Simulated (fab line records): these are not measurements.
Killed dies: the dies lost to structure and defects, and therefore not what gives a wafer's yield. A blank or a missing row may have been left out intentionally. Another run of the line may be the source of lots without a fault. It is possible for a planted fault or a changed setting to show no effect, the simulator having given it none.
Split-lot experiment :: flow rit_cmos :: 5 lots, 23 wafers read, on a route of 202 steps

## THE SPLIT ITSELF
At RIT_M1_SPUTTER_00 (material Al, target thk 400 nm, time 500 s), the setting time_s was moved away from the recipe's 500 s on 6 of the 23 wafers read, by -13.8% to +13.6%. For the rest of the wafers, this setting stayed at what the recipe calls for.

## FROM THE SPLIT TO THE READING: what the file shows between them, 5 steps
- RIT_M1_RS_MEAS_01: measures by four-point-probe
- RIT_M1_THK_MEAS_02: measures by xrf
- RIT_M1_DEVELOP_08: develop time 68 s (also split here: develop_time_s)
- RIT_M1_CD_MEAS_09: target cd 2600 nm
- RIT_M1_HARDBAKE_11: time 120 s

## THE READING
oes_product_au, in a.u., at RIT_M1_METAL_ETCH_12 (etches Al in Cl2/BCl3, stops on SiO2, time 165 s, target depth 600 nm). Fault-free wafers of this fab line usually give 0.796 a.u., standard deviation 0.011 a.u.

wafer: L074.1
tool, chamber at the split: pvd_sputter-04, -
time_s as run, s: 431.1
against the recipe: -13.8%
oes_product_au, a.u.: 0.719
against lot-mates on the recipe: -0.071

wafer: L074.2
tool, chamber at the split: pvd_sputter-04, -
time_s as run, s: 431.1
against the recipe: -13.8%
oes_product_au, a.u.: 0.738
against lot-mates on the recipe: -0.052

wafer: L074.3
tool, chamber at the split: pvd_sputter-04, -
time_s as run, s: 500
against the recipe: recipe
oes_product_au, a.u.: 0.786
against lot-mates on the recipe: -

wafer: L074.4
tool, chamber at the split: pvd_sputter-04, -
time_s as run, s: 500
against the recipe: recipe
oes_product_au, a.u.: 0.789
against lot-mates on the recipe: -

wafer: L074.5
tool, chamber at the split: pvd_sputter-04, -
time_s as run, s: 500
against the recipe: recipe
oes_product_au, a.u.: 0.794
against lot-mates on the recipe: -

wafer: L079.2
tool, chamber at the split: pvd_sputter-01, -
time_s as run, s: 500
against the recipe: recipe
oes_product_au, a.u.: 0.800
against lot-mates on the recipe: -

wafer: L079.3
tool, chamber at the split: pvd_sputter-01, -
time_s as run, s: 500
against the recipe: recipe
oes_product_au, a.u.: 0.779
against lot-mates on the recipe: -

wafer: L079.4
tool, chamber at the split: pvd_sputter-01, -
time_s as run, s: 500
against the recipe: recipe
oes_product_au, a.u.: 0.796
against lot-mates on the recipe: -

wafer: L079.5
tool, chamber at the split: pvd_sputter-01, -
time_s as run, s: 500
against the recipe: recipe
oes_product_au, a.u.: 0.788
against lot-mates on the recipe: -

wafer: L079.6
tool, chamber at the split: pvd_sputter-01, -
time_s as run, s: 500
against the recipe: recipe
oes_product_au, a.u.: 0.787
against lot-mates on the recipe: -

wafer: L080.1
tool, chamber at the split: pvd_sputter-02, -
time_s as run, s: 527
against the recipe: +5.4%
oes_product_au, a.u.: 0.813
against lot-mates on the recipe: +0.015

wafer: L080.2
tool, chamber at the split: pvd_sputter-02, -
time_s as run, s: 500
against the recipe: recipe
oes_product_au, a.u.: 0.807
against lot-mates on the recipe: -

wafer: L080.3
tool, chamber at the split: pvd_sputter-02, -
time_s as run, s: 500
against the recipe: recipe
oes_product_au, a.u.: 0.805
against lot-mates on the recipe: -

wafer: L080.4
tool, chamber at the split: pvd_sputter-02, -
time_s as run, s: 527
against the recipe: +5.4%
oes_product_au, a.u.: 0.802
against lot-mates on the recipe: +0.004

wafer: L080.5
tool, chamber at the split: pvd_sputter-02, -
time_s as run, s: 500
against the recipe: recipe
oes_product_au, a.u.: 0.783
against lot-mates on the recipe: -

wafer: L081.1
tool, chamber at the split: pvd_sputter-01, -
time_s as run, s: 567.8
against the recipe: +13.6%
oes_product_au, a.u.: 0.881
against lot-mates on the recipe: +0.084

wafer: L081.2
tool, chamber at the split: pvd_sputter-01, -
time_s as run, s: 500
against the recipe: recipe
oes_product_au, a.u.: 0.793
against lot-mates on the recipe: -

wafer: L081.3
tool, chamber at the split: pvd_sputter-01, -
time_s as run, s: 500
against the recipe: recipe
oes_product_au, a.u.: 0.805
against lot-mates on the recipe: -

wafer: L081.5
tool, chamber at the split: pvd_sputter-01, -
time_s as run, s: 567.8
against the recipe: +13.6%
oes_product_au, a.u.: 0.864
against lot-mates on the recipe: +0.067

wafer: L081.6
tool, chamber at the split: pvd_sputter-01, -
time_s as run, s: 500
against the recipe: recipe
oes_product_au, a.u.: 0.794
against lot-mates on the recipe: -

wafer: L082.3
tool, chamber at the split: pvd_sputter-02, -
time_s as run, s: 500
against the recipe: recipe
oes_product_au, a.u.: 0.803
against lot-mates on the recipe: -

wafer: L082.4
tool, chamber at the split: pvd_sputter-02, -
time_s as run, s: 500
against the recipe: recipe
oes_product_au, a.u.: 0.796
against lot-mates on the recipe: -

wafer: L082.6
tool, chamber at the split: pvd_sputter-02, -
time_s as run, s: 500
against the recipe: recipe
oes_product_au, a.u.: 0.813
against lot-mates on the recipe: -

FIT RESULTS
A straight line over all 23 wafers: oes_product_au changes by +0.00505 a.u. for each +1% of time_s; r = +0.95; the points scatter about the line by 0.011 a.u.
The same after taking each lot's own level away (the mean of its wafers on the recipe; 23 wafers): +0.00475 a.u. for each +1%; r = +0.95; scatter 0.01 a.u.
The reading moves by 0.065 a.u. for the largest change in time_s, on that fit.
Across the lots, their own levels run from 0.7897 to 0.8040 a.u., a range of 1.3 times the standard deviation given above.
The two slopes agree, so the slope changes little with the lot-to-lot level.
Check: for one of the wafers moved furthest among these (-13.8%), held out of the fit, the line's prediction against its lot-mates is -0.0634 a.u. It came out at -0.0707 a.u. against them.

## OTHER SPLITS ON THESE WAFERS
Note: prior to the reading, these wafers also went through further splits. Each is held against what the fit with the lots' levels taken away leaves over:
other split on the same wafers: RIT_NSD_IMPLANT_08 dose_cm2
wafers away from the commonest value: 4
r with oes_product_au (lot level and that fit taken away): +0.02

other split on the same wafers: RIT_PSD_HARDBAKE_07 temp_c
wafers away from the commonest value: 7
r with oes_product_au (lot level and that fit taken away): -0.03

other split on the same wafers: RIT_CONTACT_CVD_00 time_s
wafers away from the commonest value: 9
r with oes_product_au (lot level and that fit taken away): -0.07

other split on the same wafers: RIT_CONTACT_EXPOSE_05 dose_mj
wafers away from the commonest value: 10
r with oes_product_au (lot level and that fit taken away): -0.48

other split on the same wafers: RIT_CONTACT_ETCH_11 rf_w
wafers away from the commonest value: 2
r with oes_product_au (lot level and that fit taken away): +0.12

other split on the same wafers: RIT_M1_DEVELOP_08 develop_time_s
wafers away from the commonest value: 6
r with oes_product_au (lot level and that fit taken away): +0.53

## THE WHOLE CHAIN: every reading that the file lists as answering this split, in the file's order
step: RIT_M1_SPUTTER_00
what it does: material Al, target thk 400 nm, time 500 s
reading: Al_of_M1_SPUTTER_00.thk_nm (the simulator's own value, which no gauge read)
change (the file's fit): +3.93 nm for each +1% of the setting
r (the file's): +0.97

step: RIT_M1_RS_MEAS_01
what it does: measures by four-point-probe
reading: M1_AL_RS
change (the file's fit): -0.00076 for each +1% of the setting
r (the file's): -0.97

step: RIT_M1_THK_MEAS_02
what it does: measures by xrf
reading: M1_AL_THK
change (the file's fit): +3.96 for each +1% of the setting
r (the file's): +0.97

step: RIT_M1_METAL_ETCH_12
what it does: etches Al in Cl2/BCl3, stops on SiO2, time 165 s, target depth 600 nm
reading: oes_product_au
change (the file's fit): +0.00476 a.u. for each +1% of the setting
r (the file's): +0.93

## FILE'S OWN FIT
oes_product_au changes by +0.00476 a.u. for each +1% of time_s, r = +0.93.
